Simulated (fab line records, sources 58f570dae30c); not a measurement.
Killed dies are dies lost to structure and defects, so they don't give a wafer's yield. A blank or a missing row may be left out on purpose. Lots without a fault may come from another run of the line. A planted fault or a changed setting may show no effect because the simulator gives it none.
Which tool did it? | flow berkeley_cmos170 | 14 lots, 42 wafers sampled, at 3 steps of a route of 331

WHAT THE GAUGES READ, wafer by wafer
UCB170_V2_BOW_MEAS_03.
lot  | measured     | on            | V2_BOW (um)
L479 | day 7 21:05  | film_metro-01 | 38 32 37
L482 | day 8 01:06  | film_metro-02 | 40 36 34
L481 | day 8 01:30  | film_metro-04 | 49 52 40
L484 | day 8 23:31  | film_metro-01 | 25 25 37
L486 | day 9 18:05  | film_metro-02 | 36 37 30
L491 | day 10 10:16 | film_metro-01 | 39 43 51
L492 | day 10 13:24 | film_metro-04 | 29 34 32
L494 | day 11 03:43 | film_metro-02 | 30 42 46
L495 | day 11 04:14 | film_metro-02 | 43 30 41
L496 | day 11 06:34 | film_metro-02 | 26 30 22
L498 | day 12 02:49 | film_metro-02 | 28 34 48
L499 | day 12 03:16 | film_metro-04 | 26 43 25
L501 | day 12 06:26 | film_metro-02 | 46 44 32
L500 | day 12 15:24 | film_metro-04 | 43 29 22

UCB170_V2_CD_MEAS_12: target cd 700 nm.
lot  | measured     | on        | cd_nm (nm)
L479 | day 7 22:41  | cd_sem-01 | 697.4 697.1 698.8
L482 | day 8 02:31  | cd_sem-02 | 698.3 697.8 698.1
L481 | day 8 02:51  | cd_sem-01 | 700.3 699.4 699.1
L484 | day 9 01:48  | cd_sem-02 | 701.7 701.7 700.1
L486 | day 9 19:31  | cd_sem-01 | 699.3 699.8 699.1
L491 | day 10 11:49 | cd_sem-01 | 699.2 698.4 698.9
L492 | day 10 15:35 | cd_sem-02 | 699.0 699.3 699.9
L494 | day 11 06:43 | cd_sem-01 | 699.2 699.3 699.6
L495 | day 11 07:03 | cd_sem-01 | 697.9 699.8 700.2
L496 | day 11 08:10 | cd_sem-02 | 702.5 700.4 700.9
L498 | day 12 04:14 | cd_sem-02 | 698.4 698.5 699.5
L499 | day 12 04:46 | cd_sem-02 | 697.2 697.1 698.3
L501 | day 12 08:34 | cd_sem-02 | 697.8 697.7 697.5
L500 | day 12 16:40 | cd_sem-02 | 699.3 700.6 699.2

WHICH TOOL RAN EACH LOT (tool, then ch and the chambers of the sampled wafers, then the start)
lot  | UCB170_M2_STRIP_19
L479 | plasma_asher-01 ch 0,1, day 7 20:21
L482 | plasma_asher-04 ch 0,1, day 8 00:22
L481 | plasma_asher-02 ch 0,1, day 8 00:46
L484 | plasma_asher-02 ch 0,1, day 8 22:47
L486 | plasma_asher-04 ch 0,1, day 9 17:18
L491 | plasma_asher-04 ch 0,1, day 10 09:29
L492 | plasma_asher-01 ch 0,1, day 10 12:38
L494 | plasma_asher-04 ch 0,1, day 11 02:59
L495 | plasma_asher-02 ch 0,1, day 11 03:28
L496 | plasma_asher-04 ch 0,1, day 11 05:49
L498 | plasma_asher-01 ch 0,1, day 12 02:05
L499 | plasma_asher-04 ch 0,1, day 12 02:31
L501 | plasma_asher-02 ch 0,1, day 12 05:43
L500 | plasma_asher-01 ch 0,1, day 12 14:34
- UCB170_M2_STRIP_19: strips in O2.

WHAT THE TOOLS THEMSELVES READ (means of the sampled wafers that have a number; where no wafer has one, the mark that the record gives instead)
UCB170_M2_STRIP_19.
lot  | tool            | drypump_motor_current_A (A) | o2_flow_sccm (sccm) | oes_product_au (a.u.)
L479 | plasma_asher-01 | 6.2                         | 399.3               | 0.538
L482 | plasma_asher-04 | 5.7                         | 398.8               | 0.542
L481 | plasma_asher-02 | 5.7                         | 400.0               | 0.527
L484 | plasma_asher-02 | 5.7                         | 400.0               | 0.555
L486 | plasma_asher-04 | 6.0                         | 398.4               | 0.526
L491 | plasma_asher-04 | 6.1                         | 399.5               | 0.517
L492 | plasma_asher-01 | 6.2                         | 400.5               | 0.549
L494 | plasma_asher-04 | 5.7                         | 401.1               | 0.532
L495 | plasma_asher-02 | 5.7                         | 400.4               | 0.533
L496 | plasma_asher-04 | 5.7                         | 399.5               | 0.548
L498 | plasma_asher-01 | 6.2                         | 399.6               | 0.540
L499 | plasma_asher-04 | 6.0                         | 399.5               | 0.537
L501 | plasma_asher-02 | 5.5                         | 399.5               | 0.529
L500 | plasma_asher-01 | 6.2                         | 401.1               | 0.515

THE ANSWER, worked out from the rows above alone
Rule: what is usual is taken from the lots themselves. Put in order of their means at a reading, lots are off if they are a third of the lots or fewer, leave a main group of 4 or more, and stand apart from it by a gap of 3 or more times the standard deviation of the main group's means; of several such gaps the widest counts. A main group whose means are all the same, to the digits that the tables above print for the reading, isn't used. A lot without any number at a reading at which 4 lots or more have one is off too. The other lots that the step has rows for count as sound. The gauges are gone through in route order, then the tools' own readings, and for those a lot's mean is taken as printed above. The first step at which some lot is off is used, and at that step the reading that is off furthest; a lot without a number counts as furthest.
No lot is off at any reading shown: from this, nothing can be told.

WHAT THE SIMULATOR HAD PUT IN
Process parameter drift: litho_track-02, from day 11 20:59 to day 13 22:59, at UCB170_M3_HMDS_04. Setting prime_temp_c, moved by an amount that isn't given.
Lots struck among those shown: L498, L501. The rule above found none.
